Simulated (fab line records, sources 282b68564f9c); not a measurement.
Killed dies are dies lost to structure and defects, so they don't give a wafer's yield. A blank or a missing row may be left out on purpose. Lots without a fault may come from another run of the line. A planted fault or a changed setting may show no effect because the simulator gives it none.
Problem report in the 8D (eight disciplines) form, filled by code | flow rit_cmos | the parts of the form that need people (team, actions taken, sign-off) are left out

1. THE PROBLEM
NWELL_OVL at RIT_NWELL_OVL_MEAS_06 reads a mean of -151.0 nm on 9 wafers of 3 lots; wafers without a fault read 0.4 nm with a standard deviation of 1.4. That is -99 or more standard deviations from the usual mean.
First seen on wafer L437.3, day 3 14:34, on overlay-02. The record holds 45 wafers of 15 lots with a number at this step. Rule for "out", or "out of limits": more than 4 standard deviations from the usual mean. The other wafers with a number count as sound.

2. WHAT IT IS AND WHAT IT IS NOT
question                    | is                     | is not
which readings at this step | NWELL_OVL              | -
which lots                  | L437, L438, L439       | L429, L430, L431, L432, L433, L434, L443, L444, L447, L449, L450, L451
which wafers of those lots  | all that have a number | -
read on which gauges        | overlay-02             | overlay-01
when                        | from day 3 14:34       | up to then (18 sound wafers); but 18 sound wafers of L443, L444, L447, L449, L450, L451 came after

3. SUSPECTS, AND WHAT RULES EACH OUT
Counting: a tool at a process step up to the reading stays a suspect if it ran every lot that is out and no sound lot after the first of them.
- the gauge at RIT_NWELL_OVL_MEAS_06: kept. All the wafers that are out were read on overlay-02, and no step on other tools shows them out.
- iline_stepper-02 at RIT_NWELL_EXPOSE_03 (exposes mask M2, target cd 43900 nm): kept. It ran every lot that is out, first L437 (day 3 14:10), and no sound lot after that; its last sound lot up to then is L431 (day 2 05:50).
Left after counting: iline_stepper-02 at RIT_NWELL_EXPOSE_03, overlay-02 at RIT_NWELL_OVL_MEAS_06.

4. THE CAUSE (what the simulator had put in)
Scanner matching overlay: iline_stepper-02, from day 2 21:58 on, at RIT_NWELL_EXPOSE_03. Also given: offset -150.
Counting left 2 suspects, and this tool is among them.

5. THE CHAIN OF EFFECTS, in route order
Each row: a reading whose mean over the struck wafers that have a number lies more than 3 standard deviations from the usual. Only readings for which the record gives a usual standard deviation are gone through. hours: the time from each lot's start at the first step in this table that gives one to its start at this step, as a median over the lots. sigmas: the change in usual standard deviations.
hours | step                  | reading   | usual  | on struck wafers | change | sigmas
0     | RIT_NWELL_OVL_MEAS_06 | NWELL_OVL | 0.4 nm | -151.0           | -151.4 | -99 or more
Later measuring or inspecting steps at which every struck wafer that the step has a row for has a number for every such reading, and none has moved that far: RIT_FOX2_THK_MEAS_91, RIT_SDANNEAL_RS_MEAS_07.

6. WHAT WOULD HAVE CAUGHT IT SOONER
In this record the first reading out of limits at a measuring or inspecting step was taken at day 3 14:34, 17 hours after the fault began at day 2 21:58.
Of the lots that are out (3), L438, L439 began RIT_NWELL_EXPOSE_03 on iline_stepper-02 after day 3 14:34. A hold on the tool at that time would have spared those 2.
